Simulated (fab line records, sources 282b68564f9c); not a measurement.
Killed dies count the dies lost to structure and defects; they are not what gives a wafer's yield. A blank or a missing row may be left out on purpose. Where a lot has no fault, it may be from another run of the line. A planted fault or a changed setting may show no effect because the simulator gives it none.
The same fault as seen by 2 desks || flow ritCmos || every desk sees just its own numbers, and what lay behind them comes last

## FROM THE METROLOGY DESK
What the gauges read, lot by lot, whatever tool the lot ran on: means of the sampled wafers that have a number. Marked OUT: a lot whose mean sits more than 4 standard deviations from the usual mean, which makes it out of limits; the brackets give that distance.
Columns: A = PWELL_TW at RIT_PWELL_TW_MEAS_10, usual 956; B = PWELL_RS at RIT_WELLDRIVE_RS_MEAS_02, usual 429.7 ohm/sq
{"lot": "L290", "first seen here": "day 2 04:41", "A": 946, "B": 429.5}
{"lot": "L292", "first seen here": "day 2 13:33", "A": 944, "B": 429.8}
{"lot": "L293", "first seen here": "day 2 19:49", "A": 967, "B": 429.0}
{"lot": "L294", "first seen here": "day 3 00:29", "A": 952, "B": 430.5}
{"lot": "L295", "first seen here": "day 3 07:22", "A": 962, "B": 428.9}
{"lot": "L297", "first seen here": "day 3 15:07", "A": 963, "B": 430.9}
{"lot": "L298", "first seen here": "day 3 19:21", "A": "1035 (+11) OUT", "B": "365.2 (-59) OUT"}
{"lot": "L301", "first seen here": "day 4 11:53", "A": 950, "B": 430.1}
{"lot": "L303", "first seen here": "day 4 20:38", "A": 949, "B": 429.0}
{"lot": "L304", "first seen here": "day 5 01:23", "A": "1051 (+14) OUT", "B": "365.3 (-59) OUT"}
{"lot": "L306", "first seen here": "day 5 12:58", "A": 964, "B": 428.0}
{"lot": "L307", "first seen here": "day 5 17:36", "A": 961, "B": 430.1}
{"lot": "L308", "first seen here": "day 5 21:23", "A": 955, "B": 429.8}
{"lot": "L312", "first seen here": "day 6 20:20", "A": 959, "B": 428.6}
Finding of this desk: L298, L304 out of limits, first seen on L298 at day 3 19:21 (PWELL_TW at RIT_PWELL_TW_MEAS_10). L290, L292, L293, L294, L295, L297, L301, L303, L306, L307, L308, L312: within limits.

## TOOL OWNER'S DESK, implanter-02
The tool's own readings at RIT_PWELL_IMPLANT_08, given as means over the sampled wafers that have a number, one for each lot that went through this tool. Marked OUT: a lot whose mean sits more than 4 standard deviations from the usual mean, which makes it out of limits; the brackets give that distance.
Columns: A = doseIonsCm2 at RIT_PWELL_IMPLANT_08, usual 7e+13; B = endStationPressureTorr at RIT_PWELL_IMPLANT_08, usual 5.16e-06 Torr; C = faradayCurrentUA at RIT_PWELL_IMPLANT_08, usual 222
{"lot": "L294", "first seen here": "day 3 00:09", "A": 7e+13, "B": 5.28e-06, "C": 223}
{"lot": "L295", "first seen here": "day 3 07:02", "A": 7e+13, "B": 4.84e-06, "C": 219}
{"lot": "L298", "first seen here": "day 3 19:02", "A": "9e+13 (+99 or more) OUT", "B": 5.21e-06, "C": "291 (+17) OUT"}
{"lot": "L304", "first seen here": "day 5 01:04", "A": "9e+13 (+99 or more) OUT", "B": 5.15e-06, "C": "291 (+17) OUT"}
This desk's finding: out of limits on L298, L304; first on L298, day 3 19:02 (doseIonsCm2 at RIT_PWELL_IMPLANT_08). L294, L295: within limits.

## PUT TOGETHER
On L298, L304, at day 3 19:02, an alarm was possible from the tool owner's desk.
The metrology desk could have raised an alarm at day 3 19:21, on L298, L304.
On implanter-02, each named lot ran RIT_PWELL_IMPLANT_08.

## WHAT THE SIMULATOR HAD PUT IN
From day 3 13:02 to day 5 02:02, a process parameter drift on implanter-02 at RIT_PWELL_IMPLANT_08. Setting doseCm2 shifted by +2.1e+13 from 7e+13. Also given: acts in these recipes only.
Lots struck among those shown: L298, L304.
Delay (hours) between the fault's onset and each desk's first out-of-limits reading: 6 at the tool owner's desk, 6 at the metrology desk.
